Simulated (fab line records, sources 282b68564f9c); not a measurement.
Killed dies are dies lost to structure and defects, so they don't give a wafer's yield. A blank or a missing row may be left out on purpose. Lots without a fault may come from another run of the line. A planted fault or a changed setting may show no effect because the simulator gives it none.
Tool commonality check | flow rit_cmos | 14 lots, 48 wafers sampled

WHY IT WAS OPENED
At RIT_PSD_TW_MEAS_10 the reading PSD_TW is flagged on 2 of 14 lots. Wafers without a fault read 3443, standard deviation 21.
Rule: a lot is flagged when every wafer of it that has a number lies more than 4 standard deviations from that mean, or none has a number. The other lots count as sound.

lot  | measured    | on            | PSD_TW, wafer by wafer        | flag
L356 | day 3 16:46 | film_metro-04 | 3398 3407 3419                |
L357 | day 3 16:53 | film_metro-02 | 3434 3433 3459                |
L359 | day 4 03:59 | film_metro-02 | 3454 3460 3463                |
L360 | day 4 07:59 | film_metro-03 | 3438 3416 3431                |
L361 | day 4 10:34 | film_metro-03 | 3447 3427 3452                |
L362 | day 4 14:47 | film_metro-03 | 3449 3445 3455                |
L367 | day 6 06:15 | film_metro-03 | 3587 3574 3576 3567 3567 3591 | FLAGGED
L368 | day 6 12:02 | film_metro-02 | 3561 3587 3561 3540 3562 3543 | FLAGGED
L370 | day 6 15:24 | film_metro-04 | 3434 3427 3431                |
L373 | day 7 06:32 | film_metro-03 | 3462 3471 3480                |
L374 | day 7 11:16 | film_metro-04 | 3422 3406 3408                |
L376 | day 7 18:29 | film_metro-04 | 3405 3410 3431                |
L377 | day 7 23:43 | film_metro-02 | 3458 3462 3458                |
L378 | day 8 02:19 | film_metro-02 | 3460 3470 3452                |
The numbers of the flagged lots are 3568 on average: +125 against the usual, or +6 standard deviations.

WHICH TOOL RAN EACH LOT
The record holds 1 process step before the reading, out of a route of 202 steps. In each cell: the tool, then ch and the chambers that the sampled wafers went through, then the start.
lot  | flag    | RIT_PSD_IMPLANT_08
L356 |         | implanter-02 ch 0, day 3 16:27
L357 |         | implanter-03 ch 0, day 3 16:34
L359 |         | implanter-02 ch 0, day 4 03:39
L360 |         | implanter-02 ch 0, day 4 07:40
L361 |         | implanter-02 ch 0, day 4 10:17
L362 |         | implanter-02 ch 0, day 4 14:29
L367 | FLAGGED | implanter-02 ch 0, day 6 05:55
L368 | FLAGGED | implanter-02 ch 0, day 6 11:34
L370 |         | implanter-03 ch 0, day 6 15:05
L373 |         | implanter-03 ch 0, day 7 06:14
L374 |         | implanter-01 ch 0, day 7 10:56
L376 |         | implanter-01 ch 0, day 7 18:11
L377 |         | implanter-01 ch 0, day 7 23:23
L378 |         | implanter-01 ch 0, day 8 01:59
What these steps do:
- RIT_PSD_IMPLANT_08
- RIT_PSD_TW_MEAS_10

FLAGGED OVER TOTAL, TOOL BY TOOL (the gauges that took the reading come last)
step               | tool          | lots run | flagged | share of the flagged lots | sound lots run after its first flagged lot
RIT_PSD_IMPLANT_08 | implanter-01  | 4        | 0       | none                      | -
RIT_PSD_IMPLANT_08 | implanter-02  | 7        | 2       | all                       | 0
RIT_PSD_IMPLANT_08 | implanter-03  | 3        | 0       | none                      | -
RIT_PSD_TW_MEAS_10 | film_metro-02 | 5        | 1       | some                      | 2 (L377,L378)
RIT_PSD_TW_MEAS_10 | film_metro-03 | 5        | 1       | some                      | 1 (L373)
RIT_PSD_TW_MEAS_10 | film_metro-04 | 4        | 0       | none                      | -

WHAT THE TABLE ALLOWS
1 row of the table ran every flagged lot: implanter-02 at RIT_PSD_IMPLANT_08.
- implanter-02 at RIT_PSD_IMPLANT_08: 2 of its 7 lots flagged. Its last sound lot is L362 (day 4 14:29), its first flagged lot L367 (day 6 05:55): a fault that began between those two fits. Its own readings lie more than 4 standard deviations out on every wafer of the flagged lots: beam_on_s, dose_ions_cm2.
One tool is left: implanter-02 at RIT_PSD_IMPLANT_08.

WHAT THE SIMULATOR HAD PUT IN
Process parameter drift: implanter-02, from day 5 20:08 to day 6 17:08, at RIT_PSD_IMPLANT_08. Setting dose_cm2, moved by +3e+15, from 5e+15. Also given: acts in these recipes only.
Lots struck among those shown: L367, L368. The rule above found the same.
